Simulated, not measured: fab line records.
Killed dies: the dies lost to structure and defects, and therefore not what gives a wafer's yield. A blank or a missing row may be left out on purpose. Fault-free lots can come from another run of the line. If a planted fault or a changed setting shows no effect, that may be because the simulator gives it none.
The tool behind it: which one? ; flow berkeley cmos170 ; 14 lots with 42 wafers sampled at 4 steps, on a route of 331 steps

== WHAT EACH GAUGE READ, for each wafer ==
UCB170_PVT_TW_MEAS_09. Usual: PVT_TW typically reads 510, with standard deviation 5.6.
lot;measured;on;PVT_TW;flag
L121;day 5 13:56;film metro-03;510 507 510;
L123;day 5 20:49;film metro-04;514 513 514;
L126;day 6 22:20;film metro-03;508 509 508;
L128;day 7 04:59;film metro-03;505 508 508;
L132;day 7 11:49;film metro-04;520 516 520;
L130;day 7 12:05;film metro-03;510 510 510;
L127;day 7 12:15;film metro-03;508 513 508;
L129;day 7 12:24;film metro-04;517 517 517;
L133;day 8 04:26;film metro-03;502 503 504;
L136;day 9 03:10;film metro-04;516 515 516;
L135;day 9 03:17;film metro-02;502 503 502;
L137;day 9 03:25;film metro-03;509 503 507;
L139;day 9 14:25;film metro-04;516 519 519;
L140;day 9 14:50;film metro-04;518 516 515;

UCB170_GATE_CD_MEAS_90: target cd 350 nm. Usual: cd nm at 350.4 nm, with a standard deviation of 1.5.
lot;measured;on;cd nm (nm);flag
L121;day 5 23:42;cd sem-01;349.1 350.0 350.6;
L123;day 6 08:03;cd sem-01;346.6 349.7 349.3;
L126;day 7 12:07;cd sem-01;352.7 350.0 351.5;
L128;day 7 18:22;cd sem-02;349.8 349.5 348.9;
L132;day 8 00:43;cd sem-01;350.6 350.9 349.2;
L130;day 8 00:49;cd sem-01;351.3 353.3 352.8;
L127;day 8 00:57;cd sem-01;349.4 350.9 349.1;
L129;day 8 01:08;cd sem-02;352.8 352.8 350.5;
L133;day 8 17:59;cd sem-02;351.0 349.9 349.0;
L136;day 9 21:18;cd sem-02;350.3 348.7 349.7;
L135;day 11 03:11;cd sem-02;350.2 352.0 350.1;
L137;day 9 21:37;cd sem-02;350.0 350.6 349.8;
L139;day 10 02:22;cd sem-01;352.4 353.1 353.2;
L140;day 11 07:51;cd sem-02;349.9 351.2 350.4;

== WHICH TOOL RAN EACH LOT (tool, then ch and the chambers of the sampled wafers, then the start) ==
lot;UCB170_GATE_OXIDATION_01;UCB170_GATE_ETCH_14
L121;furnace-02 ch 0, day 5 14:44;rie diel-02 ch 0,3, day 5 23:14
L123;furnace-04 ch 0, day 5 22:49;rie diel-03 ch 0,2,3, day 6 07:47
L126;furnace-02 ch 0, day 7 02:09;rie diel-04 ch 1,2, day 7 11:56
L128;furnace-04 ch 0, day 7 08:13;rie diel-03 ch 0,1, day 7 18:08
L132;furnace-02 ch 0, day 7 16:10;rie diel-04 ch 0,1,2, day 8 00:23
L130;furnace-02 ch 0, day 7 16:10;rie diel-03 ch 2,3, day 8 00:37
L127;furnace-02 ch 0, day 7 16:10;rie diel-03 ch 0,1, day 8 00:40
L129;furnace-02 ch 0, day 7 16:10;rie diel-03 ch 0,2,3, day 8 00:55
L133;furnace-02 ch 0, day 8 09:59;rie diel-03 ch 0,3, day 8 17:46
L136;furnace-02 ch 0, day 9 08:22;rie diel-03 ch 1,3, day 9 21:07
L135;furnace-02 ch 0, day 10 14:22;rie diel-02 ch 0,2,3, day 11 02:59
L137;furnace-02 ch 0, day 9 08:22;rie diel-02 ch 0,2,3, day 9 21:23
L139;furnace-04 ch 0, day 9 17:14;rie diel-02 ch 2,3, day 10 02:11
L140;furnace-04 ch 0, day 10 23:14;rie diel-03 ch 0,1,3, day 11 07:40
- UCB170_GATE_OXIDATION_01: target thk 6.6 nm, ox time 1800 s.
- UCB170_GATE_ETCH_14: etches BARC in N2/H2.

== AS READ BY THE TOOLS THEMSELVES (means over the sampled wafers that have a number; for cases with no such wafer, the mark the record gives instead) ==
UCB170_GATE_OXIDATION_01. Usual: ox temp c max 854.7, standard deviation 1.5; spike tc centre C 852.1 C, standard deviation 1.5; zone power load pct 24.0 %, standard deviation 2.
lot;tool;ox temp c max;spike tc centre C (C);zone power load pct (%);flag
L121;furnace-02;853.5;852.6;25.8;
L123;furnace-04;855.6;851.3;22.1;
L126;furnace-02;853.0;853.4;25.6;
L128;furnace-04;857.9;849.9;21.9;
L132;furnace-02;853.4;852.8;25.7;
L130;furnace-02;853.3;852.6;25.7;
L127;furnace-02;854.0;852.8;25.8;
L129;furnace-02;853.0;853.0;25.9;
L133;furnace-02;853.4;853.0;25.6;
L136;furnace-02;853.8;852.9;25.8;
L135;furnace-02;853.2;853.4;25.9;
L137;furnace-02;854.0;854.2;25.9;
L139;furnace-04;855.7;850.4;21.9;
L140;furnace-04;856.3;850.8;22.1;

UCB170_GATE_ETCH_14. Usual: drypump motor current A 5.8 A, standard deviation 0.47; oes product au 1.001 a.u., standard deviation 0.02; throttle valve pct 13.26 %, standard deviation 0.16.
lot;tool;drypump motor current A (A);oes product au (a.u.);throttle valve pct (%);flag
L121;rie diel-02;6.0;0.962;13.46;
L123;rie diel-03;5.7;1.007;13.28;
L126;rie diel-04;5.6;1.011;13.25;
L128;rie diel-03;5.8;1.012;13.30;
L132;rie diel-04;5.9;0.999;13.27;
L130;rie diel-03;6.0;1.011;13.16;
L127;rie diel-03;5.7;1.011;13.23;
L129;rie diel-03;5.8;1.017;13.28;
L133;rie diel-03;6.3;0.995;13.13;
L136;rie diel-03;6.2;0.989;13.07;
L135;rie diel-02;5.8;0.986;13.35;
L137;rie diel-02;5.8;0.989;13.35;
L139;rie diel-02;5.5;0.987;13.38;
L140;rie diel-03;6.0;1.006;13.18;

== THE ANSWER, worked out from the rows above alone ==
Rule: a lot counts as off when the mean over its wafers that have a number is more than 3 standard deviations away from the usual mean. A lot without any number at a reading at which 4 lots or more have one is off too. Where the step has rows for the other lots, those lots are counted as sound. The gauges are gone through in route order, then the tools' own readings, and for those a lot's mean is taken as printed above. The first step at which some lot is off is used, and at that step the reading that is off furthest; a lot without a number counts as furthest.
No lot is off on any of the readings shown, so nothing can be concluded from this.

== WHAT THE SIMULATOR HAD PUT IN ==
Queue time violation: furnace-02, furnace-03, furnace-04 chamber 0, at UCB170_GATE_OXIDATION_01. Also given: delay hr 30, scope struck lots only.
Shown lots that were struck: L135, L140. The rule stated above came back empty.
